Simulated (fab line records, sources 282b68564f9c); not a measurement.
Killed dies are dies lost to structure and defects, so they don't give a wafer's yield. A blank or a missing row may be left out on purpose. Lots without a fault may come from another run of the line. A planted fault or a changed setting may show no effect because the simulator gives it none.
A struck lot beside a sound one | flow rit_cmos | 16 steps out of a route of 202
Sound: wafers L819.2, L819.3, L819.5. Struck: wafers L825.3, L825.4, L825.6. The cause comes at the end.
At each step with rows: each side's tool, then ch and its chambers, then its first start. Under that, the readings that differ: sound wafers | struck wafers | difference of the means | sigmas: that difference in standard deviations of wafers without a fault.
alike: readings whose means differ by less than 2 such deviations, and words and numbers that are the same on both sides. not compared: withheld readings, readings that some wafer has no value for, bounds like >300 that may hide the same value, and numbers for which the record gives no deviation and whose values overlap.
The two part at a step that has a row with sigmas, a row that says differs or no value, or rows on one side only. Numbers that don't overlap but have no deviation are shown without sigmas and don't part them. A reading that every wafer of one side lacks parts them only if that side has two wafers or more.

first, 4 steps without rows for these wafers: RIT_CONTACT_SOFTBAKE_04 (time 60 s); RIT_CONTACT_EXPOSE_05 (exposes mask M11, target cd 1000 nm); RIT_CONTACT_PEB_06; RIT_CONTACT_DEVELOP_07 (develop time 120 s).
RIT_CONTACT_CD_MEAS_08: target cd 1000 nm.
  sound on cd_sem-01, day 5 06:36; struck on cd_sem-01, day 6 17:26
  alike: cd_nm
RIT_CONTACT_OVL_MEAS_09:
  sound on overlay-02, day 5 06:43; struck on overlay-01, day 6 17:32
  alike: CONTACT_OVL
then, 1 step without rows for these wafers: RIT_CONTACT_HARDBAKE_10 (time 60 s).
RIT_CONTACT_ETCH_11: etches SiO2 in CHF3/CF4/Ar, stops on TiSi2, target depth 480 nm, time 320 s.
  sound on rie_diel-01 ch 0,2,3, day 5 06:53; struck on rie_diel-03 ch 0,1, day 6 17:42
  alike: chamber_pressure_mTorr, drypump_motor_current_A, oes_product_au, throttle_valve_pct
  not compared: rf_hours_counter_h
RIT_CONTACT_STRIP_12: strips in O2, time 180 s.
  sound on plasma_asher-03 ch 1, day 5 07:05; struck on plasma_asher-03 ch 0,1, day 6 17:58
  alike: chamber_pressure_mTorr, drypump_motor_current_A
  not compared: rf_hours_counter_h
RIT_CONTACT_CD_MEAS_90: target cd 1000 nm.
  sound on cd_sem-02, day 5 07:17; struck on cd_sem-02, day 6 18:07
  alike: cd_nm
then, 2 steps without rows for these wafers: RIT_CONTACT_CLEAN_13 (cleans in SC1, time 600 s); RIT_CONTACT_CLEAN_14 (cleans in SC2, time 600 s).
RIT_M1_SPUTTER_00: material Al, target thk 400 nm, time 500 s.
  sound on pvd_sputter-03, day 5 07:44; struck on pvd_sputter-03, day 6 18:43
  reading                               | sound             | struck            | difference | sigmas
  model.Al_of_M1_SPUTTER_00.thk_nm (nm) | 395.4 401.6 397.5 | 373.7 379.9 383.7 | -19.1      |
  alike: throttle_valve_pct
RIT_M1_RS_MEAS_01: measures by four-point-probe.
  sound on film_metro-03, day 5 08:02; struck on film_metro-02, day 6 19:20
  reading           | sound                | struck               | difference | sigmas
  M1_AL_RS (ohm/sq) | 0.0744 0.0731 0.0738 | 0.0787 0.0775 0.0767 | +0.0039    | +4
  not compared: hold
RIT_M1_THK_MEAS_02: measures by xrf.
  sound on film_metro-03, day 5 08:09; struck on film_metro-02, day 6 22:17
  reading        | sound       | struck      | difference | sigmas
  M1_AL_THK (nm) | 401 409 407 | 381 384 390 | -21        | -4
  not compared: hold
RIT_M1_PROBE_99:
  sound on prober-02, day 5 11:58; struck on prober-02, day 7 11:04
  reading | sound | struck                                                                     | difference                   | sigmas
  hold    | - - - | await_dispo/5.6h/release await_dispo/5.6h/release await_dispo/5.6h/release | no value on the sound wafers |
  alike: defect_limited_yield, killed_at_M0_to_M3, killed_at_contacts, killed_at_front_end, killed_dies, killed_open, killed_short, sort_bin_3_pad_short, sort_bin_5_function, sort_bin_6_memory, sort_n_pass, sort_yield_pct

WHERE THEY PART
First at RIT_M1_RS_MEAS_01; last, within this record, at RIT_M1_PROBE_99.

WHY: what the simulator had put in
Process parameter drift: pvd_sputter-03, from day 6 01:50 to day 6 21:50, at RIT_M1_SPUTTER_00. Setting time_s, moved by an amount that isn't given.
